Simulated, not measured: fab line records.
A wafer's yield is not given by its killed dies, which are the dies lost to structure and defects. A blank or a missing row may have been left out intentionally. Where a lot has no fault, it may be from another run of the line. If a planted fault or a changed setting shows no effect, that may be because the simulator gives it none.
A struck lot beside a sound one :: flow rit-cmos :: 14 out of 202 route steps
Sound: these wafers, L200.1, L200.2, L200.4. Wafers L215.1, L215.4, L215.6 were the ones struck. The cause comes at the end.
For every step that has rows: the tool of each side, followed by ch and its chambers, followed by its first start. Under that, the readings that differ: sound wafers :: struck wafers :: difference of the means :: sigmas: that difference in standard deviations of wafers without a fault.
alike: same words and numbers on both sides, and readings whose means sit less than 2 such deviations apart. not compared: any withheld reading, any reading some wafer has no value for, any bound like >300 that may hide the same value, and any number with overlapping values for which the record gives no deviation.
Wherever a step has rows on one side only, a row that says differs or no value, or a row with sigmas, the two part there. When numbers do not overlap yet have no deviation, they are printed without sigmas and do not part them. A reading missing from all wafers of one side parts the sides only when that side holds two or more wafers.

first, 1 step without rows for these wafers: RIT_CONTACT_HARDBAKE_10 (time 60 s).
RIT_CONTACT_ETCH_11: etches SiO2 in CHF3/CF4/Ar, stops on TiSi2, target depth 480 nm, time 320 s.
  sound on rie-diel-02 ch 0,2,3, day 3 08:44; struck on rie-diel-03 ch 1,2, day 6 10:33
  alike: cf4-flow-sccm, drypump-motor-current-A, oes-product-au, throttle-valve-pct
  not compared: rf-hours-counter-h
RIT_CONTACT_STRIP_12: strips in O2, time 180 s.
  sound on plasma-asher-01 ch 0,1, day 3 08:56; struck on plasma-asher-03 ch 0,1, day 6 10:45
  alike: drypump-motor-current-A, rf-refl-power-W
  not compared: rf-hours-counter-h
RIT_CONTACT_CD_MEAS_90 targets a cd of 1000 nm.
  sound: cd-sem-01 at day 3 09:07; struck: cd-sem-01 at day 6 10:55
  alike: cd-nm
then, 2 steps without rows for these wafers: RIT_CONTACT_CLEAN_13 (cleans in SC1, time 600 s); RIT_CONTACT_CLEAN_14 (cleans in SC2, time 600 s).
RIT_M1_SPUTTER_00: material Al, target thk 400 nm, time 500 s.
  sound: pvd-sputter-01 at day 3 09:35; struck: pvd-sputter-03 at day 6 11:23
  alike: throttle-valve-pct
RIT_M1_RS_MEAS_01: measurement is done with a four-point probe.
  sound: film-metro-03 at day 3 09:53; struck: film-metro-03 at day 6 11:41
  alike: M1_AL_RS
RIT_M1_THK_MEAS_02: measures by xrf.
  sound: film-metro-03 at day 3 10:01; struck: film-metro-03 at day 6 11:49
  alike: M1_AL_THK
then, 3 steps without rows for these wafers: RIT_M1_HMDS_03 (prime time 60 s); RIT_M1_COAT_04 (resist thk 1300 nm); RIT_M1_SOFTBAKE_05 (time 60 s).
RIT_M1_EXPOSE_06: exposes mask M12, target cd 2600 nm.
  sound on iline-stepper-02 ch 0, day 3 10:31; struck on iline-stepper-02, day 6 12:29
  no value came back on the struck wafers for exposure-dose-mJ-cm2, focus-offset-nm (nm), reticle-temp-C (C); on the sound wafers exposure-dose-mJ-cm2 reads 251.98 252.27 251.97
  alike: mask
after that, 1 step had no rows for these wafers: RIT_M1_PEB_07.

## WHERE THEY PART
Only at RIT_M1_EXPOSE_06, as far as this record shows.

WHY: whatever the simulator had introduced
Step skipped in full: iline-stepper-02, at RIT_M1_EXPOSE_06, from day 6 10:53 onward. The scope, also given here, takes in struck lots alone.
